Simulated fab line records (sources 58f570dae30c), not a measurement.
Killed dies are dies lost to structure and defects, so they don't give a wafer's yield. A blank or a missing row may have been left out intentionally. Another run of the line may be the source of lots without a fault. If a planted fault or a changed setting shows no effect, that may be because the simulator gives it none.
Which tool was responsible? :: flow berkeley_cmos170 :: 14 lots with 42 wafers sampled at 3 steps, on a route of 331 steps

== WHAT EACH GAUGE READ, for each wafer ==
UCB170_V2_BOW_MEAS_03.
lot: L574
measured: day 8 09:13
on: film_metro-03
V2_BOW (um): 36 37 31

lot: L575
measured: day 8 09:17
on: film_metro-01
V2_BOW (um): 36 47 33

lot: L576
measured: day 9 06:23
on: film_metro-03
V2_BOW (um): 39 43 43

lot: L579
measured: day 9 05:25
on: film_metro-04
V2_BOW (um): 41 39 38

lot: L578
measured: day 9 05:50
on: film_metro-01
V2_BOW (um): 32 41 39

lot: L583
measured: day 9 09:37
on: film_metro-04
V2_BOW (um): 37 41 38

lot: L584
measured: day 9 18:20
on: film_metro-04
V2_BOW (um): 47 48 35

lot: L590
measured: day 11 04:59
on: film_metro-01
V2_BOW (um): 43 48 48

lot: L591
measured: day 11 02:52
on: film_metro-01
V2_BOW (um): 46 51 37

lot: L592
measured: day 11 05:17
on: film_metro-04
V2_BOW (um): 42 38 35

lot: L594
measured: day 11 20:55
on: film_metro-03
V2_BOW (um): 36 30 33

lot: L595
measured: day 12 05:19
on: film_metro-01
V2_BOW (um): 40 33 24

lot: L596
measured: day 12 15:31
on: film_metro-01
V2_BOW (um): 37 37 34

lot: L597
measured: day 12 20:43
on: film_metro-01
V2_BOW (um): 34 45 31

UCB170_V2_CD_MEAS_90: target cd 700 nm.
lot: L574
measured: day 8 13:51
on: cd_sem-02
cd_nm (nm): 700.1 702.7 702.1

lot: L575
measured: day 8 14:09
on: cd_sem-02
cd_nm (nm): 700.0 699.9 698.8

lot: L576
measured: day 9 08:52
on: cd_sem-01
cd_nm (nm): 699.7 700.1 699.6

lot: L579
measured: day 9 07:02
on: cd_sem-02
cd_nm (nm): 702.0 701.8 700.1

lot: L578
measured: day 9 07:53
on: cd_sem-01
cd_nm (nm): 698.5 698.3 698.7

lot: L583
measured: day 9 12:48
on: cd_sem-02
cd_nm (nm): 700.3 700.7 698.3

lot: L584
measured: day 9 21:29
on: cd_sem-01
cd_nm (nm): 700.8 699.7 700.2

lot: L590
measured: day 11 22:43
on: cd_sem-01
cd_nm (nm): 697.9 697.1 694.0

lot: L591
measured: day 11 05:36
on: cd_sem-01
cd_nm (nm): 699.6 700.9 699.9

lot: L592
measured: day 14 12:28
on: cd_sem-01
cd_nm (nm): 701.7 699.5 698.2

lot: L594
measured: day 11 23:10
on: cd_sem-02
cd_nm (nm): 697.9 696.4 699.5

lot: L595
measured: day 12 07:23
on: cd_sem-02
cd_nm (nm): 701.8 702.0 700.9

lot: L596
measured: day 12 18:20
on: cd_sem-02
cd_nm (nm): 698.5 697.8 699.3

lot: L597
measured: day 13 00:06
on: cd_sem-02
cd_nm (nm): 700.8 701.2 700.0

== TOOL THAT RAN EACH LOT (tool first, then ch and the chambers of the sampled wafers, then the start) ==
lot: L574
UCB170_ACTIVE_ETCH_15: rie_diel-04 ch 1,2,3, day 4 12:38

lot: L575
UCB170_ACTIVE_ETCH_15: rie_diel-03 ch 0,1,2, day 4 12:50

lot: L576
UCB170_ACTIVE_ETCH_15: rie_diel-01 ch 1,2, day 4 23:36

lot: L579
UCB170_ACTIVE_ETCH_15: rie_diel-03 ch 0,3, day 4 23:49

lot: L578
UCB170_ACTIVE_ETCH_15: rie_diel-01 ch 0,3, day 5 00:05

lot: L583
UCB170_ACTIVE_ETCH_15: rie_diel-01 ch 0,1,3, day 5 22:19

lot: L584
UCB170_ACTIVE_ETCH_15: rie_diel-01 ch 0,1, day 6 08:17

lot: L590
UCB170_ACTIVE_ETCH_15: rie_diel-03 ch 0,2, day 7 15:23

lot: L591
UCB170_ACTIVE_ETCH_15: rie_diel-04 ch 1,3, day 7 15:33

lot: L592
UCB170_ACTIVE_ETCH_15: rie_diel-03 ch 2,3, day 7 22:33

lot: L594
UCB170_ACTIVE_ETCH_15: rie_diel-03 ch 1,2,3, day 8 09:25

lot: L595
UCB170_ACTIVE_ETCH_15: rie_diel-04 ch 0,1,2, day 8 20:14

lot: L596
UCB170_ACTIVE_ETCH_15: rie_diel-03 ch 0,3, day 9 06:23

lot: L597
UCB170_ACTIVE_ETCH_15: rie_diel-04 ch 0,2, day 9 11:25
- UCB170_ACTIVE_ETCH_15: etches Si3N4 in CH3F/Ar/O2, stops on SiO2, target depth 242 nm, time 151 s.

== WHAT THE TOOLS THEMSELVES READ (means of the sampled wafers that have a number; where no wafer has one, the mark that the record gives instead) ==
UCB170_ACTIVE_ETCH_15.
lot: L574
tool: rie_diel-04
O2_flow_sccm (sccm): 7.011
drypump_motor_current_A (A): 5.8
oes_product_au (a.u.): 0.952
throttle_valve_pct (%): 8.14

lot: L575
tool: rie_diel-03
O2_flow_sccm (sccm): 7.021
drypump_motor_current_A (A): 4.8
oes_product_au (a.u.): 0.944
throttle_valve_pct (%): 8.04

lot: L576
tool: rie_diel-01
O2_flow_sccm (sccm): 6.998
drypump_motor_current_A (A): 5.8
oes_product_au (a.u.): 0.933
throttle_valve_pct (%): 7.95

lot: L579
tool: rie_diel-03
O2_flow_sccm (sccm): 7.011
drypump_motor_current_A (A): 5.0
oes_product_au (a.u.): 0.924
throttle_valve_pct (%): 8.10

lot: L578
tool: rie_diel-01
O2_flow_sccm (sccm): 7.005
drypump_motor_current_A (A): 5.0
oes_product_au (a.u.): 0.923
throttle_valve_pct (%): 8.00

lot: L583
tool: rie_diel-01
O2_flow_sccm (sccm): 7.012
drypump_motor_current_A (A): 5.3
oes_product_au (a.u.): 0.924
throttle_valve_pct (%): 8.01

lot: L584
tool: rie_diel-01
O2_flow_sccm (sccm): 6.983
drypump_motor_current_A (A): 5.5
oes_product_au (a.u.): 0.926
throttle_valve_pct (%): 8.17

lot: L590
tool: rie_diel-03
O2_flow_sccm (sccm): 7.015
drypump_motor_current_A (A): 4.9
oes_product_au (a.u.): 0.932
throttle_valve_pct (%): 8.07

lot: L591
tool: rie_diel-04
O2_flow_sccm (sccm): 6.993
drypump_motor_current_A (A): 5.5
oes_product_au (a.u.): 0.970
throttle_valve_pct (%): 8.19

lot: L592
tool: rie_diel-03
O2_flow_sccm (sccm): 6.996
drypump_motor_current_A (A): 4.9
oes_product_au (a.u.): 0.939
throttle_valve_pct (%): 8.07

lot: L594
tool: rie_diel-03
O2_flow_sccm (sccm): 6.983
drypump_motor_current_A (A): 4.8
oes_product_au (a.u.): 0.941
throttle_valve_pct (%): 8.03

lot: L595
tool: rie_diel-04
O2_flow_sccm (sccm): 7.012
drypump_motor_current_A (A): 5.7
oes_product_au (a.u.): 0.941
throttle_valve_pct (%): 8.09

lot: L596
tool: rie_diel-03
O2_flow_sccm (sccm): 6.994
drypump_motor_current_A (A): 5.0
oes_product_au (a.u.): 0.928
throttle_valve_pct (%): 8.10

lot: L597
tool: rie_diel-04
O2_flow_sccm (sccm): 7.007
drypump_motor_current_A (A): 5.9
oes_product_au (a.u.): 0.919
throttle_valve_pct (%): 8.09

== THE ANSWER, worked out from the rows above alone ==
Rule: usual is defined by the lots themselves. The widest of any qualifying gaps counts: lots, ordered by their means at a reading, are off when they make up no more than a third of the lots, leave a main group of 4 or more, and stand apart from it by 3 or more times the standard deviation of that group's means. The tables above print the reading to a certain number of digits; a main group whose means all agree to those digits is not used. A lot without any number at a reading at which 4 lots or more have one is off too. Any other lot the step has rows for is counted as sound. Order of review: gauges by route order, followed by the tools' own readings, for which a lot's mean as printed above is used. At the first step where some lot is off, the reading lying furthest off is the one used; lots without a number count as furthest.
No lot is off on any of the readings shown, so nothing can be concluded from this.

== WHAT THE SIMULATOR HAD INSERTED ==
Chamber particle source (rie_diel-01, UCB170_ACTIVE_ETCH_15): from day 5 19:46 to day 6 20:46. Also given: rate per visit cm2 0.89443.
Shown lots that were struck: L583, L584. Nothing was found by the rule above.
